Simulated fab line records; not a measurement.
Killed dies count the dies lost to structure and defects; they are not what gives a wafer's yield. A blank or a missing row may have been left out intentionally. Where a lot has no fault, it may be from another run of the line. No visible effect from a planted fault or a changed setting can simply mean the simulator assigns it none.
A struck lot beside a sound one    flow rit-cmos    17 steps out of a route of 202
Sound: wafers L729.3, L729.4, L729.6. Wafers L740.1, L740.2, L740.4 were the ones struck. At the end, the cause is stated.
Order at every step that has rows: each side's tool, ch and its chambers, its first start. Under that, the readings that differ: sound wafers    struck wafers    difference of the means    sigmas: that difference in standard deviations of wafers without a fault.
alike: readings whose means differ by less than 2 such deviations, and words and numbers that are the same on both sides. not compared: withheld readings, readings that some wafer has no value for, bounds like >300 that may hide the same value, and numbers for which the record gives no deviation and whose values overlap.
Wherever a step has rows on one side only, a row that says differs or no value, or a row with sigmas, the two part there. Non-overlapping numbers with no deviation appear without sigmas and do not part them. Lack of a reading on every wafer of one side parts them only where that side has two or more wafers.

first, 2 steps without rows for these wafers: RIT_NRETRO_HARDBAKE_07 (time 120 s); RIT_NRETRO_IMPLANT_08.
RIT_NRETRO_STRIP_09: strips in O2, time 180 s.
  sound on plasma-asher-02 ch 0,1, day 2 07:14; struck on plasma-asher-03 ch 0,1, day 4 13:40
  alike: drypump-motor-current-A, rf-refl-power-W
  not compared: rf-hours-counter-h
RIT_NRETRO_TW_MEAS_10:
  struck on film-metro-01, day 4 13:50; sound on film-metro-03, day 2 07:22
  alike: NRETRO_TW
then, 6 steps without rows for these wafers: RIT_PRETRO_HMDS_00 (prime time 60 s); RIT_PRETRO_COAT_01 (resist thk 1300 nm); RIT_PRETRO_SOFTBAKE_02 (time 60 s); RIT_PRETRO_EXPOSE_03 (exposes mask M5, target cd 43700 nm); RIT_PRETRO_PEB_04; RIT_PRETRO_DEVELOP_05 (develop time 68 s).
RIT_PRETRO_OVL_MEAS_06:
  struck on overlay-01, day 4 14:47; sound on overlay-02, day 2 08:28
  alike: PRETRO_OVL
then, 1 step without rows for these wafers: RIT_PRETRO_HARDBAKE_07 (time 120 s).
RIT_PRETRO_IMPLANT_08:
  sound on implanter-01 ch 0, day 2 08:54; struck on implanter-01 ch 0, day 4 15:10
reading             sound                             struck                       difference  sigmas
dose-ions-cm2       1.2027e+13 1.2009e+13 1.1998e+13  8.01e+12 8.03e+12 8.019e+12  -3.99e+12   -99 or more
faraday-current-uA  38.0 39.0 38.6                    26.9 25.6 25.7               -12.5       -16
  alike: tilt-deg
RIT_PRETRO_STRIP_09: strips in O2, time 180 s.
  sound on plasma-asher-02 ch 0,1, day 2 09:03; struck on plasma-asher-04 ch 0,1, day 4 15:19
  alike: drypump-motor-current-A, rf-refl-power-W
  not compared: rf-hours-counter-h
RIT_PRETRO_TW_MEAS_10:
  struck on film-metro-02, day 4 15:29; sound on film-metro-02, day 2 09:11
reading    sound              struck             difference  sigmas
PRETRO_TW  470.9 476.7 473.2  415.4 415.4 418.8  -57.1       -19
then, 1 step without rows for these wafers: RIT_GATE_WET_ETCH_00 (etches SiO2 in BOE, target depth 56 nm, time 60 s).
RIT_M1_PROBE_99:
  struck on prober-01, day 5 16:30; sound on prober-01, day 3 15:09
reading                                     sound                 struck                difference  sigmas
killed-at-contacts                          2 2 0                 0 0 0                 -1          -4
model.etest.nmos_0p3.r-on-ohm-um            2167 2142 2152        2090 2014 2054        -101        
model.etest.nmos-turned.drive-ua-um         332.8 325.5 315.4     366.8 359.7 357.8     +36.9       
model.etest.nmos_0p15.drive-ua-um           468.3 464.4 450.2     523.9 507 513.4       +53.8       
model.etest.nmos_0p3.drive-ua-um            228.1 221.8 220.9     258.3 256.4 259.5     +34.5       
model.etest.nmos-narrow.drive-ua-um         227 219 219.3         259 256.9 259.6       +37         
model.etest.nmos_0p15.off-log10-a-um        -10.04 -10.08 -10.45  -8.481 -8.858 -8.999  +1.411      
model.etest.retro-edge-nmos.off-log10-a-um  -9.852 -9.997 -10.3   -8.382 -8.784 -8.83   +1.384      
model.etest.ring.quiet-log10-a (angstrom)   -7.693 -7.843 -8.04   -6.5 -6.789 -6.99     +1.1        
  alike: killed-at-front-end, killed-dies, killed-open, killed-short

WHERE THEY PART
Earliest at RIT_PRETRO_IMPLANT_08; latest, in this record, at RIT_M1_PROBE_99.

WHY: what the simulator had put in
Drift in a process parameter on implanter-01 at RIT_PRETRO_IMPLANT_08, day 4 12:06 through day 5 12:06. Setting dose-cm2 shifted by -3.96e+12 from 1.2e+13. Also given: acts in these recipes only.
